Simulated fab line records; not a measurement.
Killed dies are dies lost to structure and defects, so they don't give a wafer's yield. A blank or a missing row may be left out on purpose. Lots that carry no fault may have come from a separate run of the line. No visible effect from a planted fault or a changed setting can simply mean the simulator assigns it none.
The same fault as seen by 2 desks + flow berkeley_cmos170 + only its own numbers are on each desk; what lay behind them is given at the end

THE TOOL OWNER'S DESK: pvd_sputter-02
The tool's own readings at UCB170_M3_SPUTTER_01 (material Al, target thk 900 nm, time 120 s): means of the sampled wafers that have a number, for each lot that ran on this tool. A lot is out of limits, marked OUT, if its mean lies more than 4 standard deviations from the usual mean; the brackets give that distance.
Columns: A = throttle_valve_pct at UCB170_M3_SPUTTER_01, usual 30.2 %
| lot  | first seen here | A    |
|------|-----------------|------|
| L665 | day 8 20:56     | 31.0 |
| L676 | day 11 22:21    | 30.4 |
| L681 | day 12 14:55    | 30.7 |
| L682 | day 13 05:37    | 31.0 |
Result from this desk: across the 4 lots, nothing is out of limits.

FROM THE METROLOGY DESK
Means of the sampled wafers that have a number, per lot and without regard to the tool the lot ran on: this is what the gauges read. A lot is out of limits, marked OUT, if its mean lies more than 4 standard deviations from the usual mean; the brackets give that distance.
Columns: A = M3_AL_RS at UCB170_M3_RS_MEAS_02, usual 0.0311 ohm/sq; B = M3_AL_THK at UCB170_M3_THK_MEAS_03, usual 917 nm
| lot  | first seen here | A                 | B              |
|------|-----------------|-------------------|----------------|
| L666 | day 8 08:40     | 0.0312            | 918            |
| L665 | day 8 21:04     | 0.0312            | 916            |
| L667 | day 8 22:30     | 0.0312            | 916            |
| L668 | day 8 23:20     | 0.0311            | 918            |
| L669 | day 9 22:31     | 0.0304            | 937            |
| L673 | day 10 17:23    | 0.0311            | 919            |
| L675 | day 10 17:57    | 0.0305            | 931            |
| L676 | day 11 22:26    | 0.0313            | 912            |
| L681 | day 12 15:01    | 0.0342 (+8.5) OUT | 848 (-6.9) OUT |
| L682 | day 13 05:41    | 0.0337 (+7.2) OUT | 847 (-7.0) OUT |
| L685 | day 13 06:49    | 0.0309            | 918            |
| L683 | day 13 06:58    | 0.0309            | 921            |
| L686 | day 13 10:38    | 0.0313            | 913            |
| L687 | day 13 10:53    | 0.0305            | 932            |
This desk reports L681, L682 out of limits; the earliest was L681 at day 12 15:01 (M3_AL_RS at UCB170_M3_RS_MEAS_02). Within limits: L666, L665, L667, L668, L669, L673, L675, L676, L685, L683, L686, L687.

TAKEN TOGETHER
At day 12 15:01 the metrology desk could have sounded an alarm, on L681, L682.
The tool owner's desk saw nothing out of limits.
The tool owner's desk has L681, L682 on record, within its limits.
All the named lots went through UCB170_M3_SPUTTER_01 on pvd_sputter-02.

WHAT WAS PUT IN BY THE SIMULATOR
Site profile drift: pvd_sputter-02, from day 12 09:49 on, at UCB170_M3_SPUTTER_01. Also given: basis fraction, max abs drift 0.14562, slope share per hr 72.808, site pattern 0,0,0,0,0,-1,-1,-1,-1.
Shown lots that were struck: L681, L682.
Hours from the fault's start to each desk's first reading out of limits: the metrology desk, 5.
